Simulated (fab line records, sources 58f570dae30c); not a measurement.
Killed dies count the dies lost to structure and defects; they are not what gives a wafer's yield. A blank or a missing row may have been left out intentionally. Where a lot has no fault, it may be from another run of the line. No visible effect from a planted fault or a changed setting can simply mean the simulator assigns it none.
One fault through the eyes of 2 desks / flow berkeley-cmos170 / each desk has only its own numbers; what lay behind them comes last

== AT THE METROLOGY DESK ==
What the gauges read, lot by lot, whatever tool the lot ran on: means of the sampled wafers that have a number. Any lot whose mean is over 4 standard deviations away from the usual mean is out of limits and marked OUT; that distance is given in the brackets.
Columns: A = cd-nm at UCB170_ACTIVE_CD_MEAS_90, usual 1200.5 nm; B = SCREENOX_OXIDE_THK at UCB170_SCREENOX_THK_MEAS_02, usual 14.32 nm; C = PLDD_RS at UCB170_SDANNEAL_RS_MEAS_04, usual 1030.7 ohm/sq
lot=L567; first seen here=day 3 15:52; A=1199.9; B=14.53; C=1034.6
lot=L571; first seen here=day 4 21:46; A=1198.2; B=14.42; C=1030.1
lot=L573; first seen here=day 5 06:20; A=1201.0; B=14.23; C=1029.3
lot=L574; first seen here=day 5 15:09; A=1200.4; B=14.17; C=1031.6
lot=L575; first seen here=day 5 15:16; A=1199.4; B=13.99; C=1027.8
lot=L576; first seen here=day 5 15:30; A=1199.2; B=14.27; C=1032.7
lot=L577; first seen here=day 6 02:11; A=1201.5; B=14.55; C=1032.1
lot=L578; first seen here=day 6 17:40; A=1200.3; B=14.08; C=1005.7 (-10) OUT
lot=L579; first seen here=day 6 22:01; A=1199.3; B=13.95; C=1028.6
lot=L582; first seen here=day 7 00:59; A=1201.9; B=14.23; C=1007.1 (-9.8) OUT
lot=L581; first seen here=day 7 01:18; A=1199.9; B=14.74; C=1031.8
lot=L580; first seen here=day 7 01:26; A=1200.2; B=14.64; C=1006.9 (-9.9) OUT
lot=L586; first seen here=day 8 07:49; A=1201.3; B=14.07; C=1030.2
lot=L589; first seen here=day 8 19:07; A=1201.9; B=14.34; C=1032.1
lot=L588; first seen here=day 8 23:20; A=1202.6; B=14.30; C=1030.2
Finding of this desk: L578, L580, L582 out of limits, first seen on L578 at day 9 08:22 (PLDD_RS at UCB170_SDANNEAL_RS_MEAS_04). In limits: L567, L571, L573, L574, L575, L576, L577, L579, L581, L586, L589, L588.

== TOOL OWNER'S DESK, implanter-02 ==
The tool's own readings at UCB170_PLDD_IMPLANT_08, given as means over the sampled wafers that have a number, one for each lot that went through this tool. Any lot whose mean is over 4 standard deviations away from the usual mean is out of limits and marked OUT; that distance is given in the brackets.
Columns: A = dose-ions-cm2 at UCB170_PLDD_IMPLANT_08, usual 5e+13; B = faraday-current-uA at UCB170_PLDD_IMPLANT_08, usual 158
lot=L571; first seen here=day 6 22:03; A=5e+13; B=160
lot=L573; first seen here=day 7 07:33; A=5e+13; B=156
lot=L575; first seen here=day 7 20:08; A=5e+13; B=156
lot=L577; first seen here=day 8 04:20; A=5e+13; B=157
lot=L578; first seen here=day 8 20:25; A=5e+13 (+62) OUT; B=169
lot=L580; first seen here=day 9 06:39; A=5e+13 (+62) OUT; B=170
lot=L582; first seen here=day 9 06:57; A=5e+13 (+62) OUT; B=171 (+4.1) OUT
This desk's verdict: out of limits on L578, L580, L582, starting with L578 at day 8 20:25 (dose-ions-cm2 at UCB170_PLDD_IMPLANT_08). In limits: L571, L573, L575, L577.

== PUT TOGETHER ==
On L578, L580, L582, at day 8 20:25, an alarm was possible from the tool owner's desk.
The metrology desk could have raised an alarm at day 9 08:22, on L578, L580, L582.
The lots listed all ran UCB170_PLDD_IMPLANT_08 on implanter-02.

== WHAT WAS PUT IN BY THE SIMULATOR ==
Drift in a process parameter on implanter-02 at UCB170_PLDD_IMPLANT_08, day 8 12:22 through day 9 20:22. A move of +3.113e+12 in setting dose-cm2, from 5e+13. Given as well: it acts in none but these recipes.
Lots struck among those shown: L578, L580, L582.
Counting hours from when the fault started, the first reading out of limits came at 8 for the tool owner's desk and at 20 for the metrology desk.
